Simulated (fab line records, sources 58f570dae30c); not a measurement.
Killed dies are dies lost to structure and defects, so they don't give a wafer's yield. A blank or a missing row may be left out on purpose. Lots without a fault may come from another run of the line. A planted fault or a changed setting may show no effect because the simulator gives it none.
Tool commonality check | flow berkeley_cmos170 | 14 lots, 42 wafers sampled

WHY IT WAS OPENED
At UCB170_NWELL_THK_MEAS_02 the reading NWELL_OXIDE_THK is flagged on 2 of 14 lots. Wafers without a fault read 26.4 nm, standard deviation 0.61.
Rule: a lot is flagged when every wafer of it that has a number lies more than 4 standard deviations from that mean, or none has a number. The other lots count as sound.

lot  | measured    | on            | NWELL_OXIDE_THK (nm), wafer by wafer | flag
L884 | day 2 01:52 | film_metro-02 | 26.1 26.3 26.2                       |
L885 | day 2 07:38 | film_metro-02 | 27.3 26.7 27.1                       |
L886 | day 2 12:13 | film_metro-03 | 27.2 26.6 26.1                       |
L887 | day 2 12:13 | film_metro-01 | 26.6 26.8 26.4                       |
L888 | day 2 21:08 | film_metro-01 | 26.7 26.8 26.8                       |
L889 | day 3 05:09 | film_metro-01 | 26.0 26.3 26.3                       |
L890 | day 3 05:10 | film_metro-03 | 28.1 27.8 28.3                       |
L892 | day 3 20:02 | film_metro-02 | 25.6 25.5 26.1                       |
L893 | day 3 20:02 | film_metro-01 | 26.4 26.4 26.6                       |
L894 | day 4 00:32 | film_metro-03 | 26.9 26.6 26.3                       |
L895 | day 4 08:21 | film_metro-01 | 26.6 26.8 26.8                       |
L897 | day 4 16:38 | film_metro-03 | 26.7 27.1 27.0                       |
L898 | day 5 03:50 | film_metro-01 | 39.4 40.3 39.1                       | FLAGGED
L900 | day 5 12:19 | film_metro-01 | 39.7 39.6 39.5                       | FLAGGED
The numbers of the flagged lots are 39.6 nm on average: +13.2 nm against the usual, or +22 standard deviations.

WHICH TOOL RAN EACH LOT
The record holds 1 process step before the reading, out of a route of 331 steps. In each cell: the tool, then ch and the chambers that the sampled wafers went through, then the start.
lot  | flag    | UCB170_NWELL_OXIDATION_01
L884 |         | furnace-04 ch 0, day 2 00:31
L885 |         | furnace-02 ch 0, day 2 06:17
L886 |         | furnace-03 ch 0, day 2 10:52
L887 |         | furnace-03 ch 0, day 2 10:52
L888 |         | furnace-04 ch 0, day 2 19:47
L889 |         | furnace-03 ch 0, day 3 03:48
L890 |         | furnace-03 ch 0, day 3 03:48
L892 |         | furnace-02 ch 0, day 3 18:39
L893 |         | furnace-02 ch 0, day 3 18:39
L894 |         | furnace-03 ch 0, day 3 23:10
L895 |         | furnace-02 ch 0, day 4 07:00
L897 |         | furnace-02 ch 0, day 4 15:17
L898 | FLAGGED | furnace-02 ch 0, day 4 23:34
L900 | FLAGGED | furnace-02 ch 0, day 5 09:03 and furnace-03 ch 0, day 5 10:56
What these steps do:
- UCB170_NWELL_OXIDATION_01: target thk 26.4 nm, ox time 1260 s.
- UCB170_NWELL_THK_MEAS_02

FLAGGED OVER TOTAL, TOOL BY TOOL (the gauges that took the reading come last)
step                      | tool          | lots run | flagged | share of the flagged lots | sound lots run after its first flagged lot
UCB170_NWELL_OXIDATION_01 | furnace-02    | 7        | 2       | all                       | 0
UCB170_NWELL_OXIDATION_01 | furnace-03    | 6        | 1       | some                      | 0
UCB170_NWELL_OXIDATION_01 | furnace-04    | 2        | 0       | none                      | -
UCB170_NWELL_THK_MEAS_02  | film_metro-01 | 7        | 2       | all                       | 0
UCB170_NWELL_THK_MEAS_02  | film_metro-02 | 3        | 0       | none                      | -
UCB170_NWELL_THK_MEAS_02  | film_metro-03 | 4        | 0       | none                      | -

WHAT THE TABLE ALLOWS
2 rows of the table ran every flagged lot: furnace-02 at UCB170_NWELL_OXIDATION_01, film_metro-01 at UCB170_NWELL_THK_MEAS_02.
- furnace-02 at UCB170_NWELL_OXIDATION_01: 2 of its 7 lots flagged. Its last sound lot is L897 (day 4 15:17), its first flagged lot L898 (day 4 23:34): a fault that began between those two fits.
- film_metro-01 at UCB170_NWELL_THK_MEAS_02: 2 of its 7 lots flagged. Its last sound lot is L895 (day 4 08:21), its first flagged lot L898 (day 5 03:50): a fault that began between those two fits.
Counting lots can't tell these 2 tools apart, because each fits a fault that began at some hour. More lots, or a look at what each step does to the wafer, might.

WHAT THE SIMULATOR HAD PUT IN
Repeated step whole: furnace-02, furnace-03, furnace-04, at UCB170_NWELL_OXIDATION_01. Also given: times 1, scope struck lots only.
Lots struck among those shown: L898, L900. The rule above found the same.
